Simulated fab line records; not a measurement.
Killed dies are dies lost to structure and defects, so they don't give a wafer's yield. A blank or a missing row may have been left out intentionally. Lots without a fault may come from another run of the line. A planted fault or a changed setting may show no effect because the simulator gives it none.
fab line records | flow rit_cmos
[record] lots = 13 wafers = 39 last_day = 7
route steps=202 shown ACTIVE@14
lots that met no fault: from a run of the same line without faults
start_h: hours from the record's first day to the start of the lot's first wafer shown | wait_h: time in hours since the lot's previous step | " as in the row above | L1.1+2: several wafers, shown together as one row | - no value, or no start given | * or withheld: withheld | < > ~ a bound
route shown NAME@n: names a module that has steps shown in the file, with the first one's number in the route | usual: the fault-free wafers' mean and standard deviation | same: alike in all rows | chamber/n: place in a boat | sites: the reading at each site | _std_site: the values' standard deviation | _edge_site: mean of outer sites minus mean of inner sites | radius_mm: how far each site lies from the wafer's centre | mask NAME#n: copy n | behind: the tool/chamber that last shaped the wafer | hold: cause of the lot's hold/its duration in hours/its outcome | device: the n, p or np transistor that did not switch | end of line: the same wafers' tests at the end of the route | where a step has no rows: the recipe by itself | killed: not the wafer's yield, but the dies lost to structure and defects at the first sort | map: a wafer's dies, marking killed ones x, the rest . and places with no die _
set.NAME: the setting that was run; set.NAME@STEP: the one run at that earlier step | model.NAME: the simulator's own value behind a step, which no gauge read
route steps across a sampled set of lots; one table per step, one row per wafer
services: when a tool's chamber went out of use (start_h, in hours from the record's first day, below 0 if earlier), for how many hours, and the reason
[[steps]]
[step RIT_ACTIVE_ETCH_13]
[recipe] stop_on = SiO2 chemistry = SF6 target = Si3N4 time_s = 210 over_etch_frac = 0.4 SF6_flow_sccm = 200 pressure_mtorr = 260 rf_w = 125 target_depth_a = 2100
[usual] drypump_motor_current_A = 5.8/0.43 oes_product_au = 0.823/0.015 run_length_s = 238.4/0.43 throttle_valve_pct = 7.53/0.082
// columns lot.wafer tool chamber start_h wait_h drypump_motor_current_A oes_product_au rf_hours_counter_h run_length_s throttle_valve_pct
L323.1 rie_diel-04 2 14.71 0.1 6.4 0.843 132 239.4 7.46
L323.3 " 1 " " 5.8 0.842 165 237.9 7.62
L323.5 " 2 " " 6.4 0.834 - 239.2 7.45
L325.3 rie_diel-03 1 25.42 0.1 5.3 0.807 0 237.7 7.53
L325.5 " 1 " " 5.3 0.802 - 237.7 7.54
L325.6 " 0 " " 6.3 0.799 - 238.7 7.62
L327.1 rie_diel-03 0 35.84 0.1 6.3 0.813 153 238.8 7.61
L327.2 " 3 " " 6.0 0.810 4 238.1 7.38
L327.3 " 2 " " 5.6 0.828 127 238.1 7.55
L329.4 rie_diel-02 3 45.42 0.1 5.0 0.857 5 238.2 7.49
L329.5 " 1 " " 6.3 0.827 - 238.0 7.32
L329.6 " 2 " " 5.3 0.829 - 238.3 7.48
L330.1 rie_diel-02 0 49.83 0.1 5.2 0.832 77 238.2 7.58
L330.3 " 1 " " 6.2 0.825 159 238.0 7.32
L330.6 " 1 " " 6.2 0.828 - 238.1 7.33
L333.4 rie_diel-02 1 66.05 0.1 6.3 0.830 159 238.0 7.34
L333.5 " 2 " " 5.2 0.792 - 254.2 7.48
L333.6 " 1 " " 6.3 0.829 - 238.0 7.32
L339.1 rie_diel-03 2 94.74 0.1 5.7 0.818 128 238.3 7.52
L339.2 " 3 " " 6.0 0.804 5 238.2 7.40
L339.5 " 3 " " 6.0 0.801 - 238.1 7.39
L340.2 rie_diel-04 1 100.81 0.1 5.7 0.813 0 238.2 7.62
L340.3 " 2 " " 6.4 0.831 134 239.2 7.45
L340.4 " 3 " " 5.5 0.806 1 238.8 7.56
L342.1 rie_diel-04 1 109.83 0.1 5.7 0.828 1 238.5 7.63
L342.2 " 3 " " 5.6 0.815 1 238.8 7.56
L342.4 " 3 " " 5.6 0.804 - 238.6 7.56
L343.3 rie_diel-04 3 114.84 0.1 5.5 0.826 1 238.3 7.57
L343.5 " 3 " " 5.5 0.829 - 238.9 7.56
L343.6 " 0 " " 6.3 0.851 - 238.2 7.58
L344.1 rie_diel-03 3 119.71 0.1 6.0 0.802 5 238.1 7.38
L344.3 " 1 " " 5.3 0.792 3 238.1 7.55
L344.5 " 3 " " 6.0 0.812 - 238.2 7.40
L345.2 rie_diel-03 3 124.83 0.1 6.0 0.804 5 238.2 7.39
L345.4 " 2 " " 5.6 0.818 - 237.9 7.54
L345.6 " 1 " " 5.3 0.805 - 237.6 7.54
L346.2 rie_diel-04 1 129.71 0.1 5.7 0.811 1 238.0 7.63
L346.4 " 0 " " 6.3 0.827 35 238.3 7.59
L346.5 " 3 " " 5.5 0.813 - 238.6 7.55
[[services]]
// columns tool chamber start_h hours kind
rie_diel-04 3 2.58 10.8 repair
rie_diel-04 3 30.85 - clean
rie_diel-04 3 30.85 17.5 scheduled_down
rie_diel-04 3 30.85 17.5 vent_cycle
rie_diel-04 1 66.01 - clean
rie_diel-04 1 66.01 15.0 scheduled_down
rie_diel-04 1 66.01 15.0 vent_cycle
rie_diel-02 1 93.04 - clean
rie_diel-02 1 93.04 23.1 scheduled_down
rie_diel-02 1 93.04 23.1 vent_cycle
rie_diel-02 3 94.80 23.1 repair
rie_diel-03 - 95.47 0.4 repair
rie_diel-04 0 104.39 7.0 repair
rie_diel-02 - 106.12 14.6 pm
rie_diel-03 0 123.72 - clean
rie_diel-03 0 123.72 12.9 scheduled_down
rie_diel-03 0 123.72 12.9 vent_cycle
[[key]]
[first_sign] step = RIT_ACTIVE_ETCH_13 reading = run_length_s direction = up sigmas = 37 usual = * struck = *
effect none on later readings
met_at RIT_ACTIVE_ETCH_13
struck_lots L333
struck_wafers L333.5
tester_left_out L333
onset_between 45.42 66.05
[fault] kind = process_parameter_drift tool = rie_diel-02 chamber = 2 onset_h = 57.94 steps = RIT_ACTIVE_ETCH_13 channel = time_s offset = * shape = step end_h = 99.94 acts_in = * stated = *
// tester_left_out: of these lots the tester's yield and bins aren't shown, on N5 and GAA mostly nor the transistor test; their killed dies are dies lost to structure and defects alone, not to doping, threshold or leakage, so they don't give the yield
